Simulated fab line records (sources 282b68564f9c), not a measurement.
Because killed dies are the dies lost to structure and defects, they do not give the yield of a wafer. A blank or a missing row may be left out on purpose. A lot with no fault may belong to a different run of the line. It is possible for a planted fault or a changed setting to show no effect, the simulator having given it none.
2 desks, one fault + flow rit cmos + every desk sees just its own numbers, and what lay behind them comes last

## THE TOOL OWNER'S DESK: rtp anneal-01
The tool's own readings at RIT_SILICIDE_RTA_04 (time 10 s, ramp up 5 s, ramp down 5 s): means of the sampled wafers that have a number, for each lot that ran on this tool. The brackets show how far a lot's mean lies from the usual mean; more than 4 standard deviations puts the lot out of limits, marked OUT.
Columns: A = wafer_temp_C_max at RIT_SILICIDE_RTA_04, usual 653.4
| lot  | first seen here | A     |
|------|-----------------|-------|
| L360 | day 3 03:22     | 654.5 |
| L366 | day 4 08:46     | 653.7 |
| L368 | day 4 19:24     | 654.2 |
| L370 | day 5 06:59     | 653.7 |
| L382 | day 7 16:20     | 654.5 |
This desk's finding: nothing out of limits on any of the 5 lots.

## METROLOGY DESK
What the gauges read, lot by lot, whatever tool the lot ran on: means of the sampled wafers that have a number. The brackets show how far a lot's mean lies from the usual mean; more than 4 standard deviations puts the lot out of limits, marked OUT. It has 14 readings; the 7 that lie furthest out on some lot are the ones shown.
Columns: A = PLDD_RS at RIT_SDANNEAL_RS_MEAS_06, usual 178.6 ohm/sq; B = SILICIDE_TI_THK at RIT_SILICIDE_THK_MEAS_03, usual 29.50 nm; C = cd nm at RIT_CONTACT_CD_MEAS_08, usual 999.9 nm; D = CONTACT_OVL at RIT_CONTACT_OVL_MEAS_09, usual 0.6 nm; E = cd nm at RIT_CONTACT_CD_MEAS_90, usual 1000.0 nm; F = cd nm at RIT_M1_CD_MEAS_09, usual 2600.4 nm; G = M1_OVL at RIT_M1_OVL_MEAS_10, usual 0.1 nm
| lot  | first seen here | A     | B     | C      | D    | E      | F      | G    |
|------|-----------------|-------|-------|--------|------|--------|--------|------|
| L360 | day 3 02:32     | 178.2 | 29.91 | 999.4  | 1.0  | 999.7  | 2601.7 | 0.0  |
| L366 | day 4 07:49     | 178.8 | 29.26 | 1003.2 | -0.4 | 1003.4 | 2599.3 | -1.3 |
| L368 | day 4 18:35     | 178.9 | 29.15 | 1000.2 | 0.3  | 1000.2 | 2596.4 | 0.5  |
| L370 | day 5 06:10     | 177.9 | 29.11 | 1001.6 | 0.5  | 1001.8 | 2601.1 | -0.8 |
| L377 | day 6 16:32     | 179.1 | 29.93 | 1001.0 | -2.8 | 1001.1 | 2602.4 | -2.5 |
| L382 | day 7 15:30     | 179.3 | 29.79 | 1001.5 | 4.1  | 1001.5 | 2597.3 | -0.6 |
This desk's finding: nothing out of limits on any of the 6 lots.

## PUT TOGETHER
The tool owner's desk saw nothing out of limits.
From the metrology desk's view, nothing was out of limits.

## WHAT HAD BEEN PUT IN BY THE SIMULATOR
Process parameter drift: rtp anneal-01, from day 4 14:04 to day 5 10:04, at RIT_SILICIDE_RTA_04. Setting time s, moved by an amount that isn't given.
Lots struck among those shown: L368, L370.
